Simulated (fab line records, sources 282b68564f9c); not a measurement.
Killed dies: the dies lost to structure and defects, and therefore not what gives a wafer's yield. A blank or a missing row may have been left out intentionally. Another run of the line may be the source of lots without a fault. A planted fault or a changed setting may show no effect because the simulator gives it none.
fab line records + flow rit_cmos
[record]
- lots = 6
- wafers = 18
- last_day = 7
route steps=202 shown M1@184
lots with no fault: from the same line, run without faults
start_h: the number of hours between the record's first day and the start of the first shown wafer of the lot + wait_h: hours since the lot's step before + " same as the row above + L1.1+2: a single row standing in for several wafers + - either no value or no given start + * or withheld: withheld + < > ~ a bound
route shown NAME@n: names a module that has steps shown in the file, with the first one's number in the route + usual: mean/standard deviation of fault-free wafers + same: alike in all rows + chamber/n: place in a boat + sites: per-site readings + _std_site: how widely they spread, as a standard deviation + _edge_site: mean of outer sites minus mean of inner sites + radius_mm: how far each site lies from the wafer's centre + mask NAME#n: copy n + behind: tool/chamber where the wafer was last shaped + hold: why the lot went on hold/how many hours it stayed there/how the hold came to an end + device: names the non-switching transistor (n, p or np) + end of line: tests of these same wafers at the route's end + a step given without rows: its recipe and nothing more + killed: the dies lost at the first sort to structure and to defects; this is not the yield of the wafer + map: a wafer's dies, x killed, . not, _ none there
set.NAME: the run value of the setting; set.NAME@STEP: its run value at that earlier step + model.NAME: the simulator's own value behind a step, which no gauge read
a table for each step, a row for each wafer; lots at some steps of the route
services: the hour from which a tool's chamber was out of use, counted from the record's first day as start_h (under 0 if before that day), plus the number of hours and why
[[steps]]
[step RIT_M1_SPUTTER_00]
[recipe]
- material = Al
- target_thk_nm = 400
- power_w = 2037
- chamber_pressure_pa = 0.4
- gas = Ar
- time_s = 500
- substrate_temp_c = 25
[usual]
- throttle_valve_pct = 30.3/0.67
| lot.wafer | tool           | chamber | start_h | wait_h | throttle_valve_pct |
|-----------|----------------|---------|---------|--------|--------------------|
| L314.2    | pvd_sputter-03 | -       | 77.11   | 0.0    | 30.6               |
| L314.3    | "              | -       | "       | "      | 29.6               |
| L314.4    | "              | -       | "       | "      | 29.4               |
| L322.3    | pvd_sputter-03 | -       | 121.43  | 0.0    | 30.6               |
| L322.4    | "              | -       | "       | "      | 29.4               |
| L322.6    | "              | -       | "       | "      | 30.6               |
| L325.1    | pvd_sputter-01 | -       | 133.83  | 0.0    | 29.9               |
| L325.3    | "              | -       | "       | "      | 30.8               |
| L325.4    | "              | -       | "       | "      | 31.5               |
| L327.1    | pvd_sputter-01 | -       | 141.03  | 0.0    | 30.9               |
| L327.3    | "              | -       | "       | "      | 31.3               |
| L327.5    | "              | -       | "       | "      | 30.7               |
| L331.1    | pvd_sputter-01 | -       | 160.02  | 0.0    | 31.5               |
| L331.5    | "              | -       | "       | "      | 31.5               |
| L331.6    | "              | -       | "       | "      | 31.1               |
| L332.1    | pvd_sputter-03 | -       | 169.21  | 0.0    | 29.6               |
| L332.3    | "              | -       | "       | "      | 30.7               |
| L332.4    | "              | -       | "       | "      | 29.2               |
[step RIT_M1_RS_MEAS_01]
[recipe]
- thk_meas_gauge = four-point-probe
- reads = Al_of_M1_SPUTTER_00
[usual]
- M1_AL_RS = 0.0718/0.00056
| lot.wafer | tool          | chamber | start_h | wait_h | M1_AL_RS[ohm/sq] |
|-----------|---------------|---------|---------|--------|------------------|
| L314.2    | film_metro-03 | -       | 77.43   | 0.2    | 0.0730           |
| L314.3    | "             | -       | "       | "      | 0.0727           |
| L314.4    | "             | -       | "       | "      | 0.0724           |
| L322.3    | film_metro-04 | -       | 121.76  | 0.2    | 0.0722           |
| L322.4    | "             | -       | "       | "      | 0.0722           |
| L322.6    | "             | -       | "       | "      | 0.0722           |
| L325.1    | film_metro-02 | -       | 134.12  | 0.1    | 0.0712           |
| L325.3    | "             | -       | "       | "      | 0.0722           |
| L325.4    | "             | -       | "       | "      | 0.0716           |
| L327.1    | film_metro-04 | -       | 141.32  | 0.1    | 0.0713           |
| L327.3    | "             | -       | "       | "      | 0.0718           |
| L327.5    | "             | -       | "       | "      | 0.0722           |
| L331.1    | film_metro-04 | -       | 160.31  | 0.1    | 0.0723           |
| L331.5    | "             | -       | "       | "      | 0.0728           |
| L331.6    | "             | -       | "       | "      | 0.0719           |
| L332.1    | film_metro-02 | -       | 169.51  | 0.1    | 0.0718           |
| L332.3    | "             | -       | "       | "      | 0.0717           |
| L332.4    | "             | -       | "       | "      | 0.0722           |
[step RIT_M1_THK_MEAS_02]
[recipe]
- thk_meas_gauge = xrf
- reads = Al_of_M1_SPUTTER_00
[usual]
- M1_AL_THK = 409/3.7
| lot.wafer | tool          | chamber | start_h | wait_h | M1_AL_THK[nm] |
|-----------|---------------|---------|---------|--------|---------------|
| L314.2    | film_metro-03 | -       | 77.54   | 0.1    | 398           |
| L314.3    | "             | -       | "       | "      | 402           |
| L314.4    | "             | -       | "       | "      | 405           |
| L322.3    | film_metro-04 | -       | 121.86  | 0.1    | 409           |
| L322.4    | "             | -       | "       | "      | 409           |
| L322.6    | "             | -       | "       | "      | 408           |
| L325.1    | film_metro-02 | -       | 134.24  | 0.1    | 413           |
| L325.3    | "             | -       | "       | "      | 409           |
| L325.4    | "             | -       | "       | "      | 412           |
| L327.1    | film_metro-04 | -       | 141.44  | 0.1    | 412           |
| L327.3    | "             | -       | "       | "      | 411           |
| L327.5    | "             | -       | "       | "      | 408           |
| L331.1    | film_metro-04 | -       | 160.43  | 0.1    | 405           |
| L331.5    | "             | -       | "       | "      | 401           |
| L331.6    | "             | -       | "       | "      | 409           |
| L332.1    | film_metro-02 | -       | 169.63  | 0.1    | 411           |
| L332.3    | "             | -       | "       | "      | 411           |
| L332.4    | "             | -       | "       | "      | 409           |
[step RIT_M1_HMDS_03]
[recipe]
- prime_time_s = 60
- prime_temp_c = 140
[step RIT_M1_COAT_04]
[recipe]
- resist = NOVOLAK
- spin_rpm = 2000
- resist_thk_nm = 1300
[step RIT_M1_SOFTBAKE_05]
[recipe]
- resist = NOVOLAK
- temp_c = 90
- time_s = 60
[step RIT_M1_EXPOSE_06]
[recipe]
- mask_id = M12
- na = 0.6
- source_shape = conventional
- sigma_outer = 0.5
- target_cd_nm = 2600
- dose_mj = 250
[step RIT_M1_PEB_07]
[recipe]
- resist = NOVOLAK
- temp_c = withheld
- time_s = withheld
[step RIT_M1_DEVELOP_08]
[recipe]
- resist = NOVOLAK
- develop_time_s = 68
- dev_temp_c = 23
[step RIT_M1_CD_MEAS_09]
[recipe]
- target_cd_nm = 2600
[usual]
- cd_nm = 2600.7/2.2
| lot.wafer | tool      | chamber | start_h | wait_h | cd_nm  |
|-----------|-----------|---------|---------|--------|--------|
| L314.2    | cd_sem-01 | -       | 78.61   | -      | 2600.0 |
| L314.3    | "         | -       | "       | "      | 2600.3 |
| L314.4    | "         | -       | "       | "      | 2601.3 |
| L322.3    | cd_sem-01 | -       | 122.95  | -      | 2601.2 |
| L322.4    | "         | -       | "       | "      | 2601.9 |
| L322.6    | "         | -       | "       | "      | 2603.7 |
| L325.1    | cd_sem-01 | -       | 135.42  | -      | 2598.3 |
| L325.3    | "         | -       | "       | "      | 2597.3 |
| L325.4    | "         | -       | "       | "      | 2600.0 |
| L327.1    | cd_sem-01 | -       | 142.38  | -      | 2604.6 |
| L327.3    | "         | -       | "       | "      | 2602.6 |
| L327.5    | "         | -       | "       | "      | 2602.8 |
| L331.1    | cd_sem-02 | -       | 161.50  | -      | 2597.9 |
| L331.5    | "         | -       | "       | "      | 2598.4 |
| L331.6    | "         | -       | "       | "      | 2598.5 |
| L332.1    | cd_sem-01 | -       | 170.69  | -      | 2599.5 |
| L332.3    | "         | -       | "       | "      | 2597.8 |
| L332.4    | "         | -       | "       | "      | 2597.5 |
[step RIT_M1_OVL_MEAS_10]
[usual]
- M1_OVL = 1.2/1.8
| lot.wafer | tool       | chamber | start_h | wait_h | M1_OVL[nm] |
|-----------|------------|---------|---------|--------|------------|
| L314.2    | overlay-02 | -       | 78.72   | 0.1    | 2.2        |
| L314.3    | "          | -       | "       | "      | 1.8        |
| L314.4    | "          | -       | "       | "      | 3.2        |
| L322.3    | overlay-01 | -       | 123.04  | 0.1    | -1.1       |
| L322.4    | "          | -       | "       | "      | -1.7       |
| L322.6    | "          | -       | "       | "      | -1.7       |
| L325.1    | overlay-01 | -       | 135.54  | 0.1    | 0.6        |
| L325.3    | "          | -       | "       | "      | 2.6        |
| L325.4    | "          | -       | "       | "      | 0.9        |
| L327.1    | overlay-01 | -       | 142.50  | 0.1    | -0.6       |
| L327.3    | "          | -       | "       | "      | 1.8        |
| L327.5    | "          | -       | "       | "      | -0.3       |
| L331.1    | overlay-02 | -       | 161.62  | 0.1    | 3.4        |
| L331.5    | "          | -       | "       | "      | 2.0        |
| L331.6    | "          | -       | "       | "      | 4.1        |
| L332.1    | overlay-01 | -       | 170.81  | 0.1    | -1.2       |
| L332.3    | "          | -       | "       | "      | -1.6       |
| L332.4    | "          | -       | "       | "      | -1.7       |
[step RIT_M1_HARDBAKE_11]
[recipe]
- resist = NOVOLAK
- temp_c = 139.4
- time_s = 120
[step RIT_M1_METAL_ETCH_12]
[recipe]
- stop_on = SiO2
- chemistry = Cl2/BCl3
- target = Al
- time_s = 165
- over_etch_frac = 0.5
- pressure_mtorr = 100
- target_depth_a = 6000
- rf_w = 250
- Cl2_flow_sccm = 60
- bcl3_flow_sccm = 50
[usual]
- chamber_pressure_mTorr = 100.00/0.088
- drypump_motor_current_A = 5.9/0.6
- oes_product_au = 0.790/0.017
- run_length_s = 193.1/0.79
- throttle_valve_pct = 8.29/0.13
| lot.wafer | tool         | chamber | start_h | wait_h | chamber_pressure_mTorr | drypump_motor_current_A | oes_product_au | rf_hours_counter_h | run_length_s | throttle_valve_pct | model.NOVOLAK_of_M1_COAT_04.thk_nm |
|-----------|--------------|---------|---------|--------|------------------------|-------------------------|----------------|--------------------|--------------|--------------------|------------------------------------|
| L314.2    | rie_metal-04 | 1       | 79.00   | 0.2    | 100.07                 | 5.9                     | 0.759          | 32                 | 193.7        | 8.34               | 817.8                              |
| L314.3    | "            | 0       | "       | "      | 100.07                 | 6.0                     | 0.776          | -                  | 192.7        | 8.37               | 823.9                              |
| L314.4    | "            | 1       | "       | "      | 100.04                 | 5.9                     | 0.755          | -                  | 193.9        | 8.32               | 817.2                              |
| L322.3    | rie_metal-02 | 0       | 123.37  | 0.2    | 100.04                 | 4.7                     | 0.776          | -                  | 192.7        | 8.40               | 824.2                              |
| L322.4    | "            | 1       | "       | "      | 100.05                 | 5.9                     | 0.784          | -                  | 192.8        | 8.05               | 815.2                              |
| L322.6    | "            | 1       | "       | "      | 100.13                 | 6.0                     | 0.780          | -                  | 192.8        | 8.05               | 812.1                              |
| L325.1    | rie_metal-02 | 0       | 135.83  | 0.2    | 100.03                 | 4.8                     | 0.787          | 1                  | 193.0        | 8.40               | 822.6                              |
| L325.3    | "            | 1       | "       | "      | 99.93                  | 6.0                     | 0.840          | -                  | 183.0        | 8.04               | 826.5                              |
| L325.4    | "            | 0       | "       | "      | 100.06                 | 4.8                     | 0.775          | -                  | 192.9        | 8.40               | 820.8                              |
| L327.1    | rie_metal-02 | 0       | 142.79  | 0.2    | 99.95                  | 4.8                     | 0.781          | 2                  | 192.8        | 8.40               | 822.3                              |
| L327.3    | "            | 1       | "       | "      | 99.87                  | 6.0                     | 0.850          | -                  | 183.6        | 8.06               | 829.3                              |
| L327.5    | "            | 1       | "       | "      | 100.05                 | 5.9                     | 0.848          | -                  | 183.4        | 8.03               | 821.8                              |
| L331.1    | rie_metal-03 | 1       | 161.90  | 0.2    | 100.10                 | 6.7                     | 0.783          | 3                  | 192.3        | 8.40               | 818.2                              |
| L331.5    | "            | 1       | "       | "      | 99.89                  | 6.7                     | 0.775          | -                  | 192.8        | 8.41               | 808.6                              |
| L331.6    | "            | 0       | "       | "      | 99.90                  | 6.2                     | 0.815          | -                  | 193.6        | 8.21               | 815.8                              |
| L332.1    | rie_metal-04 | 0       | 171.10  | 0.2    | 99.92                  | 6.0                     | 0.800          | 0                  | 192.7        | 8.37               | 814.8                              |
| L332.3    | "            | 1       | "       | "      | 100.02                 | 5.8                     | 0.807          | -                  | 193.6        | 8.29               | 817.4                              |
| L332.4    | "            | 0       | "       | "      | 100.01                 | 6.0                     | 0.809          | -                  | 192.7        | 8.38               | 817.2                              |
[step RIT_M1_STRIP_13]
[recipe]
- chemistry = nmp
- resist = NOVOLAK
- temp_c = 80
- time_s = 600
- dry = n2_spin
[step RIT_M1_PROBE_99]
[usual]
- defect_limited_yield = 97.2/1.3
- killed_at_contacts = 0.1/0.27
- killed_at_front_end = 7/3.3
- killed_dies = 7/3.3
- killed_open = 3.5/2
- killed_short = 3.8/2.2
- sort_bin_3_pad_short = 0.2/0.27
- sort_bin_5_function = 1.6/0.86
- sort_bin_6_memory = 1.1/0.66
- sort_n_pass = 257/3.3
- sort_yield_pct = 97.2/1.3
[same]
- gross_dies = 264
- killed_at_M0_to_M3 = 0
- killed_at_M4_up = 0
- killed_at_back_side = 0
- killed_at_other = 0
| lot.wafer | tool      | chamber | start_h | wait_h | defect_limited_yield[%] | killed_at_contacts | killed_at_front_end | killed_dies | killed_open | killed_short | sort_bin_3_pad_short[%] | sort_bin_5_function[%] | sort_bin_6_memory[%] | sort_n_pass | sort_yield_pct[%] |
|-----------|-----------|---------|---------|--------|-------------------------|--------------------|---------------------|-------------|-------------|--------------|-------------------------|------------------------|----------------------|-------------|-------------------|
| L314.2    | prober-02 | -       | 81.32   | 0.1    | 98.5                    | 0                  | 4                   | 4           | 2           | 2            | 0.4                     | 0.4                    | 0.8                  | 260         | 98.5              |
| L314.3    | prober-02 | -       | 81.37   | 0.2    | 97.7                    | 0                  | 6                   | 6           | 6           | 0            | 0                       | 1.9                    | 0.4                  | 258         | 97.7              |
| L314.4    | prober-02 | -       | 81.42   | 0.2    | 96.2                    | 0                  | 10                  | 10          | 6           | 4            | 0                       | 1.1                    | 2.7                  | 254         | 96.2              |
| L322.3    | prober-02 | -       | 125.67  | 0.2    | 99.2                    | 1                  | 1                   | 2           | 1           | 1            | 0                       | 0                      | 0.8                  | 262         | 99.2              |
| L322.4    | prober-02 | -       | 125.72  | 0.2    | 97.0                    | 0                  | 8                   | 8           | 4           | 4            | 0                       | 2.3                    | 0.8                  | 256         | 97.0              |
| L322.6    | prober-02 | -       | 125.82  | 0.2    | 97.7                    | 0                  | 6                   | 6           | 1           | 5            | 0                       | 1.5                    | 0.8                  | 258         | 97.7              |
| L325.1    | prober-01 | -       | 138.08  | 0.1    | 92.4                    | 0                  | 20                  | 20          | 14          | 6            | 0.4                     | 4.2                    | 3.0                  | 244         | 92.4              |
| L325.3    | prober-01 | -       | 138.18  | 0.2    | 92.4                    | 0                  | 20                  | 20          | 10          | 10           | 0.8                     | 4.5                    | 2.3                  | 244         | 92.4              |
| L325.4    | prober-01 | -       | 138.23  | 0.2    | 94.3                    | 0                  | 15                  | 15          | 7           | 8            | 0.4                     | 3.4                    | 1.9                  | 249         | 94.3              |
| L327.1    | prober-01 | -       | 145.04  | 0.1    | 95.1                    | 0                  | 13                  | 13          | 5           | 8            | 0                       | 3.0                    | 1.9                  | 251         | 95.1              |
| L327.3    | prober-01 | -       | 145.14  | 0.2    | 97.7                    | 0                  | 6                   | 6           | 4           | 2            | 0                       | 1.5                    | 0.8                  | 258         | 97.7              |
| L327.5    | prober-01 | -       | 145.24  | 0.2    | 99.6                    | 0                  | 1                   | 1           | 1           | 0            | 0                       | 0                      | 0.4                  | 263         | 99.6              |
| L332.1    | prober-02 | -       | 173.35  | 0.1    | 97.3                    | 0                  | 7                   | 7           | 3           | 4            | 0                       | 2.3                    | 0.4                  | 257         | 97.3              |
| L332.3    | prober-02 | -       | 173.45  | 0.2    | 96.6                    | 0                  | 9                   | 9           | 4           | 5            | 0                       | 2.3                    | 1.1                  | 255         | 96.6              |
| L332.4    | prober-02 | -       | 173.50  | 0.2    | 97.0                    | 0                  | 8                   | 8           | 2           | 6            | 1.1                     | 1.1                    | 0.8                  | 256         | 97.0              |
// killed by level:class
L314.2 SPACER:geometric_particle:open=2 GATE:geometric_particle:short=1 SPACER:geometric_particle:short=1
L314.3 GATE:geometric_particle:open=2 REOX:geometric_particle:open=2 FOX2:geometric_particle:open=1 SILICIDE:geometric_particle:open=1
L314.4 SILICIDE:geometric_particle:short=2 SILICIDE:geometric_particle:open=2 FOX1:geometric_particle:short=1 FOX2:geometric_particle:open=1 GATE:geometric_particle:open=1 GATE:geometric_particle:short=1 REOX:geometric_particle:open=1 SPACER:geometric_particle:open=1
L322.3 GATE:geometric_particle:short=1 CONTACT:geometric_particle:open=1
L322.4 GATE:geometric_particle:open=2 FOX1:geometric_particle:open=1 GATE:geometric_particle:short=1 REOX:geometric_particle:open=1 REOX:geometric_particle:short=1 SPACER:geometric_particle:short=1 SILICIDE:geometric_particle:short=1
L322.6 FOX1:geometric_particle:short=2 GATE:geometric_particle:open=1 GATE:geometric_particle:short=1 SPACER:geometric_particle:short=1 SILICIDE:geometric_particle:short=1
L325.1 SPACER:geometric_particle:open=6 GATE:geometric_particle:open=5 GATE:geometric_particle:short=3 SPACER:geometric_particle:short=3 FOX1:geometric_particle:open=1 FOX2:geometric_particle:open=1 SILICIDE:geometric_particle:open=1
L325.3 SPACER:geometric_particle:short=7 FOX1:geometric_particle:open=3 SPACER:geometric_particle:open=3 SILICIDE:geometric_particle:open=2 FOX1:geometric_particle:short=1 GATE:geometric_particle:short=1 GATE:geometric_particle:open=1 REOX:geometric_particle:open=1
L325.4 GATE:geometric_particle:open=4 GATE:geometric_particle:short=3 FOX1:geometric_particle:short=2 REOX:geometric_particle:short=2 FOX1:geometric_particle:open=1 SPACER:geometric_particle:open=1 SILICIDE:geometric_particle:short=1 SILICIDE:geometric_particle:open=1
L327.1 FOX1:geometric_particle:open=3 FOX1:geometric_particle:short=3 GATE:geometric_particle:short=2 SILICIDE:geometric_particle:short=2 FOX2:geometric_particle:open=1 REOX:geometric_particle:short=1 SPACER:geometric_particle:open=1
L327.3 FOX1:geometric_particle:open=3 FOX1:geometric_particle:short=1 SPACER:geometric_particle:open=1 SILICIDE:geometric_particle:short=1
L327.5 FOX1:geometric_particle:open=1
L332.1 SPACER:geometric_particle:short=2 FOX2:geometric_particle:open=1 GATE:geometric_particle:open=1 GATE:geometric_particle:short=1 REOX:geometric_particle:open=1 SILICIDE:geometric_particle:short=1
L332.3 FOX1:geometric_particle:open=3 GATE:geometric_particle:short=3 FOX1:geometric_particle:short=1 SILICIDE:geometric_particle:open=1 SILICIDE:geometric_particle:short=1
L332.4 SPACER:geometric_particle:open=2 SPACER:geometric_particle:short=2 SILICIDE:geometric_particle:short=2 FOX1:geometric_particle:short=1 GATE:geometric_particle:short=1
[[services]]
| tool           | chamber | start_h | hours | kind       |
|----------------|---------|---------|-------|------------|
| pvd_sputter-01 | -       | 95.82   | 1.7   | repair     |
| rie_metal-04   | -       | 136.12  | 20.0  | pm         |
| rie_metal-04   | 0       | 136.12  | 20.0  | vent_cycle |
| rie_metal-04   | 1       | 136.12  | 20.0  | vent_cycle |
| rie_metal-04   | 0       | 156.12  | -     | clean      |
| rie_metal-04   | 1       | 156.12  | -     | clean      |
| rie_metal-02   | -       | 158.50  | 14.6  | pm         |
[[key]]
[first_sign]
- step = RIT_M1_METAL_ETCH_12
- reading = run_length_s
- direction = down
- sigmas = 12
- usual = *
- struck = *
[effect]
- step = RIT_M1_METAL_ETCH_12
- reading = oes_product_au
- direction = up
- sigmas = 3.3
- usual = 0.790
- struck = 0.846
[model_effect]
- step = RIT_M1_METAL_ETCH_12
- value = NOVOLAK_of_M1_COAT_04.thk_nm
- without = 806.6
- struck = 825.9
met_at RIT_M1_METAL_ETCH_12
struck_wafers L325.3,L327.3,L327.5
onset_between 123.37 135.83
[fault]
- kind = process_parameter_drift
- tool = rie_metal-02
- chamber = 1
- onset_h = 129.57
- steps = RIT_M1_METAL_ETCH_12
- channel = time_s
- offset = *
- shape = step
- end_h = 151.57
- stated = *
